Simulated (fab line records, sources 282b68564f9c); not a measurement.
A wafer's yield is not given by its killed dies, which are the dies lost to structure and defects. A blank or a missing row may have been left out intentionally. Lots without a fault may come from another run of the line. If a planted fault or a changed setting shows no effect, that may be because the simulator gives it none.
A lot that was struck, set against a sound lot | flow rit cmos | 27 steps out of a route of 202
Sound: these wafers, L596.1, L596.4, L596.6. Struck: wafer L614.4. (L614.1, L614.2 of the same lot were not struck and are left out.) The cause comes at the end.
Per side, at each step with rows, come the tool, then ch with its chambers, and then its first start. Under that, the readings that differ: sound wafers | struck wafers | difference of the means | sigmas: that difference in standard deviations of wafers without a fault.
alike: a reading whose means differ by less than 2 such deviations, as well as words and numbers matching on both sides. not compared: withheld readings; readings where some wafer has no value; bounds like >300 that might hide an equal value; numbers whose values overlap and for which the record gives no deviation.
The two part at a step that has a row with sigmas, a row that says differs or no value, or rows on one side only. Numbers that have no deviation but don't overlap get no sigmas and don't part them. A reading that every wafer of one side lacks parts them only if that side has two wafers or more.

first, 1 step without rows for these wafers: RIT_ACTIVE_OXIDATION_01 (target thk 46.8 nm, ox time 3360 s).
RIT_ACTIVE_THK_MEAS_02:
  sound on film metro-03 at day 1 17:03; struck on film metro-02 at day 5 11:55
  alike: ACTIVE_OXIDE_THK
then, 1 step without rows for these wafers: RIT_ACTIVE_CVD_03 (deposits Si3N4 from SiH2Cl2/NH3, target thk 150 nm, time 1500 s).
RIT_ACTIVE_THK_MEAS_04:
  sound on film metro-03 at day 1 18:32; struck on film metro-01 at day 5 13:24
  reading                 | sound             | struck | difference | sigmas
  ACTIVE_NITRIDE_THK (nm) | 152.8 153.2 151.6 | 148.7  | -3.8       | -3
then, 6 steps without rows for these wafers: RIT_ACTIVE_HMDS_05 (prime time 60 s); RIT_ACTIVE_COAT_06 (resist thk 1000 nm); RIT_ACTIVE_SOFTBAKE_07 (time 60 s); RIT_ACTIVE_EXPOSE_08 (exposes mask M1, target cd 1400 nm); RIT_ACTIVE_PEB_09; RIT_ACTIVE_DEVELOP_10 (develop time 50 s).
RIT_ACTIVE_CD_MEAS_11 targets a cd of 1400 nm.
  sound on cd sem-02 at day 1 19:34; struck on cd sem-02 at day 5 14:26
  reading    | sound                | struck | difference | sigmas
  cd nm (nm) | 1396.9 1397.1 1396.3 | 1403.4 | +6.6       | +3
then, 1 step without rows for these wafers: RIT_ACTIVE_HARDBAKE_12 (time 60 s).
RIT_ACTIVE_ETCH_13: etches Si3N4 in SF6, stops on SiO2, time 210 s, target depth 210 nm.
  sound on rie diel-04 ch 1,2,3, day 1 19:50; struck on rie diel-01 ch 2, day 5 14:42
  reading                                       | sound             | struck  | difference | sigmas
  oes product au (a.u.)                         | 0.852 0.810 0.828 | 0.718   | -0.112     | -7
  over etch frac                                | 0.4 0.4 0.4       | 0.84824 | +0.44824   |
  model.NOVOLAK_of_ACTIVE_COAT_06.thk nm (nm)   | 650.1 652 650     | 587.3   | -63.4      |
  model.ACTIVE.feature depth nm (nm)            | 153.7 153.6 152   | 171     | +18        |
  model.SiO2_of_ACTIVE_OXIDATION_01.thk nm (nm) | 45.59 46.57 45.87 | 25.25   | -20.76     |
  alike: drypump motor current A, throttle valve pct
  not compared: rf hours counter h
RIT_ACTIVE_STRIP_14: strips in O2, time 180 s.
  sound on plasma asher-03 ch 0,1, day 1 19:58; struck on plasma asher-01 ch 1, day 5 14:50
  alike: drypump motor current A
  not compared: rf hours counter h
RIT_ACTIVE_CD_MEAS_90 targets a cd of 1400 nm.
  sound on cd sem-02 at day 1 20:08; struck on cd sem-02 at day 5 15:01
  reading    | sound                | struck | difference | sigmas
  cd nm (nm) | 1396.6 1397.7 1396.3 | 1403.6 | +6.7       | +3
then, 4 steps without rows for these wafers: RIT_ACTIVE_CLEAN_15 (cleans in SC1, time 600 s); RIT_ACTIVE_CLEAN_16 (cleans in dHF, time 30 s); RIT_ACTIVE_CLEAN_17 (cleans in SC2, time 600 s); RIT_FOX1_OXIDATION_00 (target thk 350.7 nm, ox time 1130 s).
RIT_FOX1_THK_MEAS_01:
  sound on film metro-04 at day 1 21:56; struck on film metro-01 at day 5 20:01
  alike: FOX1_OXIDE_THK
then, 2 steps without rows for these wafers: RIT_FOX1_WET_ETCH_02 (etches SiO2 in BOE, target depth 350 nm, time 390 s); RIT_FOX2_OXIDATION_00 (target thk 350.7 nm, ox time 1130 s).
RIT_FOX2_THK_MEAS_01:
  sound on film metro-03 at day 1 23:26; struck on film metro-04 at day 6 00:07
  reading             | sound       | struck | difference | sigmas
  FOX2_OXIDE_THK (nm) | 342 341 337 | 353    | +13        | +2
then, 1 step without rows for these wafers: RIT_FOX2_CLEAN_02 (cleans in dHF, time 180 s).
RIT_FOX2_WET_ETCH_03: etches Si3N4 in H3PO4, target depth 195 nm, time 2700 s.
  sound on wet bench-03 ch 1, day 1 23:33; struck on wet bench-03 ch 2, day 6 00:14
  reading                                       | sound             | struck | difference | sigmas
  model.SiO2_of_ACTIVE_OXIDATION_01.thk nm (nm) | 40.49 41.37 40.75 | 22.54  | -18.33     |
RIT_FOX2_THK_MEAS_90:
  sound on film metro-04 at day 2 00:19; struck on film metro-02 at day 6 00:59
  reading                     | sound       | struck | difference | sigmas
  FIELD_OXIDE_LEFT_1_THK (nm) | 315 314 310 | 326    | +13        | +2
RIT_M1_PROBE_99:
  sound on prober-02 at day 3 13:41; struck on prober-02 at day 7 17:03
  reading                                          | sound              | struck | difference | sigmas
  killed at front end                              | 1 10 13            | 14     | +6         | +2
  killed dies                                      | 1 10 13            | 14     | +6         | +2
  model.etest.poly comb over steps.leak log10 a um | -12.7 -12.77 -12.3 | -12.26 | +0.33      |
  alike: killed at contacts, killed open, killed short

== WHERE THEY PART ==
Last at RIT_M1_PROBE_99 as far as this record goes, first at RIT_ACTIVE_THK_MEAS_04.

WHY: what had been put in by the simulator
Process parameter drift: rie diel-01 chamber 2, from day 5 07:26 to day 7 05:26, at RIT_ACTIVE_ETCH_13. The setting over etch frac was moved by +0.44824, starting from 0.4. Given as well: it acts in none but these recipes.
